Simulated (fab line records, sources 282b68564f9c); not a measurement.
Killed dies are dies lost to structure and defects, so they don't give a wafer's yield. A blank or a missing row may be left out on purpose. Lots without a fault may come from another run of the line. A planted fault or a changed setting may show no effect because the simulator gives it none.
A struck lot beside a sound one | flow rit_cmos | 14 steps out of a route of 202
Sound: wafers L449.3, L449.5, L449.6. Struck: wafers L454.2, L454.3, L454.5. The cause comes at the end.
At each step with rows: each side's tool, then ch and its chambers, then its first start. Under that, the readings that differ: sound wafers | struck wafers | difference of the means | sigmas: that difference in standard deviations of wafers without a fault.
alike: readings whose means differ by less than 2 such deviations, and words and numbers that are the same on both sides. not compared: withheld readings, readings that some wafer has no value for, bounds like >300 that may hide the same value, and numbers for which the record gives no deviation and whose values overlap.
The two part at a step that has a row with sigmas, a row that says differs or no value, or rows on one side only. Numbers that don't overlap but have no deviation are shown without sigmas and don't part them. A reading that every wafer of one side lacks parts them only if that side has two wafers or more.

first, 4 steps without rows for these wafers: RIT_NLDD_SOFTBAKE_02 (time 60 s); RIT_NLDD_EXPOSE_03 (exposes mask M7, target cd 40700 nm); RIT_NLDD_PEB_04; RIT_NLDD_DEVELOP_05 (develop time 50 s).
RIT_NLDD_OVL_MEAS_06:
  sound on overlay-02, day 3 19:13; struck on overlay-02, day 4 20:05
  alike: NLDD_OVL
then, 2 steps without rows for these wafers: RIT_NLDD_HARDBAKE_07 (time 60 s); RIT_NLDD_IMPLANT_08.
RIT_NLDD_STRIP_09: strips in O2, time 180 s.
  sound on plasma_asher-02 ch 0,1, day 3 19:47; struck on plasma_asher-02 ch 0,1, day 4 20:25
  alike: drypump_motor_current_A
  not compared: rf_hours_counter_h
RIT_NLDD_TW_MEAS_10:
  sound on film_metro-03, day 3 19:55; struck on film_metro-03, day 4 20:36
  alike: NLDD_TW
then, 3 steps without rows for these wafers: RIT_PLDD_HMDS_00 (prime time 60 s); RIT_PLDD_COAT_01 (resist thk 1000 nm); RIT_PLDD_SOFTBAKE_02 (time 60 s).
RIT_PLDD_EXPOSE_03: exposes mask M8, target cd 40900 nm.
  sound on iline_stepper-02 ch 0, day 3 20:27; struck on iline_stepper-02, day 4 21:07
  no value came back on the struck wafers for exposure_dose_mJ_cm2, focus_offset_nm (nm); on the sound wafers exposure_dose_mJ_cm2 reads 250.18 250.16 249.72
  alike: mask
then, 1 step without rows for these wafers: RIT_PLDD_PEB_04.

WHERE THEY PART
Only at RIT_PLDD_EXPOSE_03, within this record.

WHY: what the simulator had put in
Skipped step whole: iline_stepper-02, from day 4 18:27 on, at RIT_PLDD_EXPOSE_03. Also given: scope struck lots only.
